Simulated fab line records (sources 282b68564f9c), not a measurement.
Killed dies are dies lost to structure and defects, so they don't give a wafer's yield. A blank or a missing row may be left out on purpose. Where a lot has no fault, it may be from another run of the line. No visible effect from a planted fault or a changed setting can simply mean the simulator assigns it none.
The tool behind it: which one? :: flow ritCmos :: 14 lots with 42 wafers sampled at 5 steps, on a route of 202 steps

WHAT EACH GAUGE READ, for each wafer
RIT_NRETRO_OVL_MEAS_06. Usual: NRETRO_OVL typically reads -1.0 nm, with standard deviation 1.4.
lot: L500
measured: day 2 11:07
on: overlay-01
NRETRO_OVL (nm): 0.1 -2.1 -2.8
flag: 

lot: L501
measured: day 2 17:28
on: overlay-02
NRETRO_OVL (nm): -3.0 -1.3 -1.6
flag: 

lot: L503
measured: day 3 04:15
on: overlay-01
NRETRO_OVL (nm): -0.6 -0.8 0.0
flag: 

lot: L504
measured: day 3 08:52
on: overlay-01
NRETRO_OVL (nm): -0.2 -1.6 -1.4
flag: 

lot: L505
measured: day 3 13:05
on: overlay-01
NRETRO_OVL (nm): -0.1 -1.6 -1.9
flag: 

lot: L506
measured: day 3 18:13
on: overlay-01
NRETRO_OVL (nm): -2.3 -2.6 -1.9
flag: 

lot: L507
measured: day 4 01:17
on: overlay-02
NRETRO_OVL (nm): -1.7 -3.1 -2.1
flag: 

lot: L508
measured: day 4 05:45
on: overlay-02
NRETRO_OVL (nm): -1.7 -0.4 -1.7
flag: 

lot: L509
measured: day 4 10:50
on: overlay-02
NRETRO_OVL (nm): -0.9 -0.4 -1.5
flag: 

lot: L510
measured: day 4 13:40
on: overlay-01
NRETRO_OVL (nm): -2.5 -1.3 -2.1
flag: 

lot: L512
measured: day 5 01:08
on: overlay-02
NRETRO_OVL (nm): 2.8 0.1 0.9
flag: 

lot: L515
measured: day 5 21:02
on: overlay-02
NRETRO_OVL (nm): 1.2 1.7 1.2
flag: 

lot: L519
measured: day 6 14:27
on: overlay-02
NRETRO_OVL (nm): 1.2 -0.9 0.8
flag: 

lot: L522
measured: day 7 05:09
on: overlay-02
NRETRO_OVL (nm): -0.1 -0.4 -0.1
flag: 

RIT_REOX_THK_MEAS_04. Usual: REOX_OXIDE_THK typically reads 25.3 nm, with standard deviation 0.42.
lot: L500
measured: day 3 00:19
on: filmMetro-04
REOX_OXIDE_THK (nm): 25.1 25.3 25.4
flag: 

lot: L501
measured: day 3 03:56
on: filmMetro-04
REOX_OXIDE_THK (nm): 25.3 24.9 24.7
flag: 

lot: L503
measured: day 3 19:26
on: filmMetro-02
REOX_OXIDE_THK (nm): 24.7 24.7 24.6
flag: 

lot: L504
measured: day 3 20:58
on: filmMetro-04
REOX_OXIDE_THK (nm): 25.3 25.2 24.8
flag: 

lot: L505
measured: day 3 23:30
on: filmMetro-03
REOX_OXIDE_THK (nm): 25.1 25.3 25.8
flag: 

lot: L506
measured: day 4 05:53
on: filmMetro-03
REOX_OXIDE_THK (nm): 25.7 25.9 25.8
flag: 

lot: L507
measured: day 4 13:36
on: filmMetro-03
REOX_OXIDE_THK (nm): 25.4 25.4 25.8
flag: 

lot: L508
measured: day 4 18:48
on: filmMetro-03
REOX_OXIDE_THK (nm): 25.7 25.5 25.2
flag: 

lot: L509
measured: day 5 02:26
on: filmMetro-02
REOX_OXIDE_THK (nm): 22.4 22.4 22.2
flag: OFF

lot: L510
measured: day 5 09:52
on: filmMetro-02
REOX_OXIDE_THK (nm): 25.4 25.6 25.4
flag: 

lot: L512
measured: day 5 17:11
on: filmMetro-03
REOX_OXIDE_THK (nm): 20.8 21.1 21.3
flag: OFF

lot: L515
measured: day 6 10:02
on: filmMetro-04
REOX_OXIDE_THK (nm): 24.8 25.4 24.9
flag: 

lot: L519
measured: day 7 03:22
on: filmMetro-02
REOX_OXIDE_THK (nm): 25.4 25.2 25.0
flag: 

lot: L522
measured: day 7 18:29
on: filmMetro-02
REOX_OXIDE_THK (nm): 25.8 25.4 25.3
flag: 

RIT_M1_BOW_MEAS_16. Usual: M1_BOW typically reads 16 um, with standard deviation 6.7.
lot: L500
measured: day 3 16:29
on: filmMetro-02
M1_BOW (um): 18 26 -4
flag: 

lot: L501
measured: day 3 20:26
on: filmMetro-02
M1_BOW (um): 19 7 12
flag: 

lot: L503
measured: day 4 12:24
on: filmMetro-03
M1_BOW (um): 15 23 4
flag: 

lot: L504
measured: day 4 13:50
on: filmMetro-02
M1_BOW (um): 9 19 26
flag: 

lot: L505
measured: day 4 15:56
on: filmMetro-02
M1_BOW (um): 33 23 31
flag: 

lot: L506
measured: day 4 22:31
on: filmMetro-01
M1_BOW (um): 19 16 11
flag: 

lot: L507
measured: day 5 06:11
on: filmMetro-03
M1_BOW (um): 16 7 26
flag: 

lot: L508
measured: day 5 11:52
on: filmMetro-03
M1_BOW (um): 11 10 16
flag: 

lot: L509
measured: day 5 18:52
on: filmMetro-02
M1_BOW (um): 20 12 15
flag: 

lot: L510
measured: day 6 02:36
on: filmMetro-01
M1_BOW (um): 24 27 19
flag: 

lot: L512
measured: day 6 09:16
on: filmMetro-03
M1_BOW (um): 15 26 18
flag: 

lot: L515
measured: day 7 02:38
on: filmMetro-01
M1_BOW (um): 15 20 21
flag: 

lot: L519
measured: day 7 19:44
on: filmMetro-03
M1_BOW (um): 24 25 21
flag: 

lot: L522
measured: day 8 12:20
on: filmMetro-01
M1_BOW (um): 21 20 13
flag: 

EACH LOT AND THE TOOL THAT RAN IT (in order: tool; ch and the chambers of the sampled wafers; start)
lot: L500
RIT_REOX_OXIDATION_03: furnace-04 ch 0, day 2 21:46
RIT_CONTACT_ETCH_11: rieDiel-04 ch 0,2,3, day 3 11:43

lot: L501
RIT_REOX_OXIDATION_03: furnace-04 ch 0, day 3 01:23
RIT_CONTACT_ETCH_11: rieDiel-02 ch 1,3, day 3 15:40

lot: L503
RIT_REOX_OXIDATION_03: furnace-01 ch 0, day 3 16:53
RIT_CONTACT_ETCH_11: rieDiel-02 ch 2,3, day 4 07:15

lot: L504
RIT_REOX_OXIDATION_03: furnace-04 ch 0, day 3 18:24
RIT_CONTACT_ETCH_11: rieDiel-01 ch 1,2, day 4 09:05

lot: L505
RIT_REOX_OXIDATION_03: furnace-04 ch 0, day 3 20:57
RIT_CONTACT_ETCH_11: rieDiel-02 ch 0,2,3, day 4 11:05

lot: L506
RIT_REOX_OXIDATION_03: furnace-04 ch 0, day 4 03:20
RIT_CONTACT_ETCH_11: rieDiel-01 ch 0,1,2, day 4 17:40

lot: L507
RIT_REOX_OXIDATION_03: furnace-01 ch 0, day 4 11:02
RIT_CONTACT_ETCH_11: rieDiel-02 ch 1,2,3, day 5 01:02

lot: L508
RIT_REOX_OXIDATION_03: furnace-01 ch 0, day 4 16:15
RIT_CONTACT_ETCH_11: rieDiel-04 ch 1,2,3, day 5 06:13

lot: L509
RIT_REOX_OXIDATION_03: furnace-01 ch 0, day 4 23:53
RIT_CONTACT_ETCH_11: rieDiel-01 ch 2,3, day 5 14:06

lot: L510
RIT_REOX_OXIDATION_03: furnace-03 ch 0, day 5 07:19
RIT_CONTACT_ETCH_11: rieDiel-04 ch 0,1,3, day 5 21:44

lot: L512
RIT_REOX_OXIDATION_03: furnace-01 ch 0, day 5 14:38
RIT_CONTACT_ETCH_11: rieDiel-02 ch 1,3, day 6 04:31

lot: L515
RIT_REOX_OXIDATION_03: furnace-04 ch 0, day 6 07:29
RIT_CONTACT_ETCH_11: rieDiel-04 ch 3, day 6 21:43

lot: L519
RIT_REOX_OXIDATION_03: furnace-03 ch 0, day 7 00:49
RIT_CONTACT_ETCH_11: rieDiel-02 ch 0,1,2, day 7 14:58

lot: L522
RIT_REOX_OXIDATION_03: furnace-03 ch 0, day 7 15:55
RIT_CONTACT_ETCH_11: rieDiel-04 ch 0,2,3, day 8 07:25
- RIT_REOX_OXIDATION_03: target thk 25.2 nm, ox time 5580 s.
- RIT_CONTACT_ETCH_11: etches SiO2 in CHF3/CF4/Ar, stops on TiSi2, target depth 480 nm, time 320 s.

WHAT THE TOOLS THEMSELVES READ (means of the sampled wafers that have a number; where no wafer has one, the mark that the record gives instead)
RIT_REOX_OXIDATION_03. Usual: zonePowerLoadPct reads 26.2 % (standard deviation 1.6).
lot: L500
tool: furnace-04
zonePowerLoadPct (%): 25.8
flag: 

lot: L501
tool: furnace-04
zonePowerLoadPct (%): 25.8
flag: 

lot: L503
tool: furnace-01
zonePowerLoadPct (%): 28.3
flag: 

lot: L504
tool: furnace-04
zonePowerLoadPct (%): 25.5
flag: 

lot: L505
tool: furnace-04
zonePowerLoadPct (%): 25.9
flag: 

lot: L506
tool: furnace-04
zonePowerLoadPct (%): 26.0
flag: 

lot: L507
tool: furnace-01
zonePowerLoadPct (%): 28.0
flag: 

lot: L508
tool: furnace-01
zonePowerLoadPct (%): 28.0
flag: 

lot: L509
tool: furnace-01
zonePowerLoadPct (%): 28.1
flag: 

lot: L510
tool: furnace-03
zonePowerLoadPct (%): 24.0
flag: 

lot: L512
tool: furnace-01
zonePowerLoadPct (%): 27.8
flag: 

lot: L515
tool: furnace-04
zonePowerLoadPct (%): 25.9
flag: 

lot: L519
tool: furnace-03
zonePowerLoadPct (%): 23.9
flag: 

lot: L522
tool: furnace-03
zonePowerLoadPct (%): 24.0
flag: 

RIT_CONTACT_ETCH_11. Usual: drypumpMotorCurrentA 5.7 A, standard deviation 0.5; oesProductAu 0.989 a.u., standard deviation 0.018; throttleValvePct 8.92 %, standard deviation 0.16.
lot: L500
tool: rieDiel-04
drypumpMotorCurrentA (A): 5.9
oesProductAu (a.u.): 0.981
throttleValvePct (%): 8.82
flag: 

lot: L501
tool: rieDiel-02
drypumpMotorCurrentA (A): 5.5
oesProductAu (a.u.): 1.009
throttleValvePct (%): 9.00
flag: 

lot: L503
tool: rieDiel-02
drypumpMotorCurrentA (A): 5.8
oesProductAu (a.u.): 1.016
throttleValvePct (%): 8.99
flag: 

lot: L504
tool: rieDiel-01
drypumpMotorCurrentA (A): 5.9
oesProductAu (a.u.): 0.982
throttleValvePct (%): 9.08
flag: 

lot: L505
tool: rieDiel-02
drypumpMotorCurrentA (A): 5.9
oesProductAu (a.u.): 0.993
throttleValvePct (%): 9.03
flag: 

lot: L506
tool: rieDiel-01
drypumpMotorCurrentA (A): 5.6
oesProductAu (a.u.): 0.983
throttleValvePct (%): 9.02
flag: 

lot: L507
tool: rieDiel-02
drypumpMotorCurrentA (A): 5.9
oesProductAu (a.u.): 1.009
throttleValvePct (%): 8.99
flag: 

lot: L508
tool: rieDiel-04
drypumpMotorCurrentA (A): 5.6
oesProductAu (a.u.): 0.990
throttleValvePct (%): 8.82
flag: 

lot: L509
tool: rieDiel-01
drypumpMotorCurrentA (A): 6.0
oesProductAu (a.u.): 0.977
throttleValvePct (%): 8.90
flag: 

lot: L510
tool: rieDiel-04
drypumpMotorCurrentA (A): 5.6
oesProductAu (a.u.): 0.997
throttleValvePct (%): 8.75
flag: 

lot: L512
tool: rieDiel-02
drypumpMotorCurrentA (A): 5.4
oesProductAu (a.u.): 1.009
throttleValvePct (%): 8.99
flag: 

lot: L515
tool: rieDiel-04
drypumpMotorCurrentA (A): 6.6
oesProductAu (a.u.): 1.004
throttleValvePct (%): 8.73
flag: 

lot: L519
tool: rieDiel-02
drypumpMotorCurrentA (A): 5.9
oesProductAu (a.u.): 0.984
throttleValvePct (%): 9.03
flag: 

lot: L522
tool: rieDiel-04
drypumpMotorCurrentA (A): 5.9
oesProductAu (a.u.): 0.981
throttleValvePct (%): 8.81
flag: 

THE ANSWER, worked out from the rows above alone
Rule: take the mean of a lot's wafers that have a number; if it is more than 3 standard deviations from the usual mean, the lot is off. Also off: a lot with no number at a reading for which 4 or more lots have one. The other lots that the step has rows for count as sound. First the gauges in route order, then the tools' own readings, where a lot's mean is used as printed above. The first step at which some lot is off is used, and at that step the reading that is off furthest; a lot without a number counts as furthest.
Off: at RIT_REOX_THK_MEAS_04 (REOX_OXIDE_THK), L509, L512.
A tool fits if, at a process step before that reading, it ran every lot that is off, and no sound lot after the first of them. The gauges at RIT_REOX_THK_MEAS_04 are tried like those tools. One fits: RIT_REOX_OXIDATION_03 on furnace-01. Its last sound lot is L508 (day 4 16:15), its first lot that is off L509 (day 4 23:53): a fault that began between those two fits.

WHAT THE SIMULATOR PUT IN
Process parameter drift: furnace-01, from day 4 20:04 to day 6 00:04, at RIT_REOX_OXIDATION_03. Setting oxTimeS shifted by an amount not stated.
Shown lots that were struck: L509, L512. Same finding as the rule above.
